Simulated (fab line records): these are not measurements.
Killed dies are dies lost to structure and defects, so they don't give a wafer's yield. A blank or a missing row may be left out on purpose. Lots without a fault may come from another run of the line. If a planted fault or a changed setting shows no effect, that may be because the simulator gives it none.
Comparing a struck lot with a sound one :: flow rit-cmos :: 15 out of 202 route steps
Sound: wafers L941.3, L941.4, L941.6. The struck wafers were L954.1, L954.2, L954.5. The cause comes at the end.
Per side, at each step with rows, come the tool, then ch with its chambers, and then its first start. Under that, the readings that differ: sound wafers :: struck wafers :: difference of the means :: sigmas: that difference in standard deviations of wafers without a fault.
alike: a reading whose means differ by less than 2 such deviations, as well as words and numbers matching on both sides. not compared: withheld readings; readings where some wafer has no value; bounds like >300 that might hide an equal value; numbers whose values overlap and for which the record gives no deviation.
A row with sigmas, a row that says differs or no value, or rows on one side alone: a step with any of these is where the two part. Non-overlapping numbers with no deviation appear without sigmas and do not part them. A reading that every wafer of one side lacks parts them only if that side has two wafers or more.

first, 4 steps without rows for these wafers: RIT_PSD_SOFTBAKE_02 (time 60 s); RIT_PSD_EXPOSE_03 (exposes mask M10, target cd 40900 nm); RIT_PSD_PEB_04; RIT_PSD_DEVELOP_05 (develop time 50 s).
RIT_PSD_OVL_MEAS_06:
  struck on overlay-02, day 7 05:46; sound on overlay-01, day 4 03:29
  alike: PSD_OVL
then, 2 steps without rows for these wafers: RIT_PSD_HARDBAKE_07 (time 60 s); RIT_PSD_IMPLANT_08.
RIT_PSD_STRIP_09: strips in O2, time 180 s.
  sound on plasma-asher-04 ch 0,1, day 4 03:52; struck on plasma-asher-04 ch 0,1, day 7 06:06
  alike: drypump-motor-current-A
  not compared: rf-hours-counter-h
RIT_PSD_TW_MEAS_10:
  struck on film-metro-04, day 7 06:16; sound on film-metro-02, day 4 04:00
reading: PSD_TW
sound: 3471 3452 3477
struck: 3427 3405 3415
difference: -51
sigmas: -2
then, 3 steps without rows for these wafers: RIT_SDANNEAL_CLEAN_00 (cleans in SC1, time 600 s); RIT_SDANNEAL_CLEAN_01 (cleans in dHF, time 30 s); RIT_SDANNEAL_CLEAN_02 (cleans in SC2, time 600 s).
RIT_SDANNEAL_RTA_03: time 5 s.
  sound on rtp-anneal-02 ch 0, day 4 04:28; struck on rtp-anneal-01 ch 0, day 7 06:42
reading: ramp-down-c-per-s
sound: 170.99 170.99 171.01
struck: 34.175 34.198 34.209
difference: -136.803
sigmas: -99 or more
  alike: wafer_temp_C_max
RIT_SDANNEAL_RS_MEAS_04: the measuring method here is four-point-probe.
  struck on film-metro-04, day 7 06:46; sound on film-metro-03, day 4 04:32
  alike: PSD_RS
RIT_M1_PROBE_99:
  struck on prober-01, day 7 14:25; sound on prober-02, day 4 12:05
  alike: killed-at-contacts, killed-at-front-end, killed-dies, killed-open, killed-short

== WHERE THEY PART ==
Earliest at RIT_PSD_TW_MEAS_10; latest, in this record, at RIT_SDANNEAL_RTA_03. Later steps at which nothing parts them and some readings are alike: RIT_SDANNEAL_RS_MEAS_04, RIT_M1_PROBE_99.

WHY: whatever the simulator had introduced
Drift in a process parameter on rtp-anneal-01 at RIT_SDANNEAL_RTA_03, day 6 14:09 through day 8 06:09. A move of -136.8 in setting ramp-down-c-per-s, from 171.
